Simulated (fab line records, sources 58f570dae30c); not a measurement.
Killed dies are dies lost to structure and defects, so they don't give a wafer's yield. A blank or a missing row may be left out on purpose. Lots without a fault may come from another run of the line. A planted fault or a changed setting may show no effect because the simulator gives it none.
Which tool did it? | flow berkeley_cmos170 | 15 lots, 45 wafers sampled, at 2 steps of a route of 331

WHAT THE GAUGES READ, wafer by wafer
UCB170_NVT_TW_MEAS_09.
lot  | measured     | on            | NVT_TW
L499 | day 5 01:33  | film_metro-03 | 520.9 522.1 524.1
L500 | day 5 01:50  | film_metro-02 | 528.2 527.7 527.8
L501 | day 5 09:28  | film_metro-03 | 521.6 519.9 525.5
L502 | day 5 13:12  | film_metro-03 | 522.8 523.9 525.1
L504 | day 6 06:16  | film_metro-03 | 524.8 526.8 526.7
L503 | day 6 06:33  | film_metro-02 | 531.0 532.4 528.4
L507 | day 6 18:32  | film_metro-03 | 525.7 528.2 528.5
L505 | day 6 18:48  | film_metro-03 | 526.6 527.9 529.4
L508 | day 6 18:49  | film_metro-01 | 527.1 528.9 529.5
L513 | day 7 22:05  | film_metro-01 | 538.0 538.5 536.1
L512 | day 7 22:19  | film_metro-03 | 536.7 541.6 535.3
L516 | day 8 18:26  | film_metro-03 | 525.9 524.6 526.6
L514 | day 8 18:32  | film_metro-01 | 537.6 534.8 538.3
L520 | day 9 14:40  | film_metro-01 | 529.3 524.4 526.8
L522 | day 10 00:07 | film_metro-01 | 521.8 523.5 523.8

WHICH TOOL RAN EACH LOT (tool, then ch and the chambers of the sampled wafers, then the start)
lot  | UCB170_NVT_IMPLANT_07
L499 | implanter-03 ch 0, day 5 01:18
L500 | implanter-04 ch 0, day 5 01:36
L501 | implanter-02 ch 0, day 5 09:13
L502 | implanter-04 ch 0, day 5 12:59
L504 | implanter-02 ch 0, day 6 06:01
L503 | implanter-02 ch 0, day 6 06:20
L507 | implanter-02 ch 0, day 6 18:19
L505 | implanter-04 ch 0, day 6 18:33
L508 | implanter-02 ch 0, day 6 18:34
L513 | implanter-02 ch 0, day 7 21:52
L512 | implanter-02 ch 0, day 7 22:05
L516 | implanter-04 ch 0, day 8 18:13
L514 | implanter-02 ch 0, day 8 18:17
L520 | implanter-04 ch 0, day 9 14:26
L522 | implanter-04 ch 0, day 9 23:52
- UCB170_NVT_IMPLANT_07

WHAT THE TOOLS THEMSELVES READ (means of the sampled wafers that have a number; where no wafer has one, the mark that the record gives instead)
UCB170_NVT_IMPLANT_07.
lot  | tool         | beam_energy_keV
L499 | implanter-03 | 49.990
L500 | implanter-04 | 49.990
L501 | implanter-02 | 49.998
L502 | implanter-04 | 49.976
L504 | implanter-02 | 49.990
L503 | implanter-02 | 49.997
L507 | implanter-02 | 50.024
L505 | implanter-04 | 49.986
L508 | implanter-02 | 49.995
L513 | implanter-02 | 55.199
L512 | implanter-02 | 55.213
L516 | implanter-04 | 50.009
L514 | implanter-02 | 55.212
L520 | implanter-04 | 50.007
L522 | implanter-04 | 50.002

THE ANSWER, worked out from the rows above alone
Rule: what is usual is taken from the lots themselves. Put in order of their means at a reading, lots are off if they are a third of the lots or fewer, leave a main group of 4 or more, and stand apart from it by a gap of 3 or more times the standard deviation of the main group's means; of several such gaps the widest counts. A main group whose means are all the same, to the digits that the tables above print for the reading, isn't used. A lot without any number at a reading at which 4 lots or more have one is off too. The other lots that the step has rows for count as sound. The gauges are gone through in route order, then the tools' own readings, and for those a lot's mean is taken as printed above. The first step at which some lot is off is used, and at that step the reading that is off furthest; a lot without a number counts as furthest.
Off: L513, L512, L514, at UCB170_NVT_IMPLANT_07 (beam_energy_keV). The main group: mean 49.997, standard deviation 0.012.
A tool fits if, at that step or a process step before it, it ran every lot that is off, and no sound lot after the first of them. One fits: implanter-02 at UCB170_NVT_IMPLANT_07. Its last sound lot is L508 (day 6 18:34), its first lot that is off L513 (day 7 21:52): a fault that began between those two fits.
The tool's own readings at UCB170_NVT_IMPLANT_07 bear it out: on the lots that are off they differ by more than 5 times the standard deviation of the sound lots' means. beam_energy_keV reads 55.208 there against 49.997 on the sound lots.

WHAT THE SIMULATOR HAD PUT IN
Process parameter drift: implanter-02, from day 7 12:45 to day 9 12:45, at UCB170_NVT_IMPLANT_07. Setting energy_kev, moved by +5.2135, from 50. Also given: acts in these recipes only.
Lots struck among those shown: L513, L512, L514. The rule above found the same.
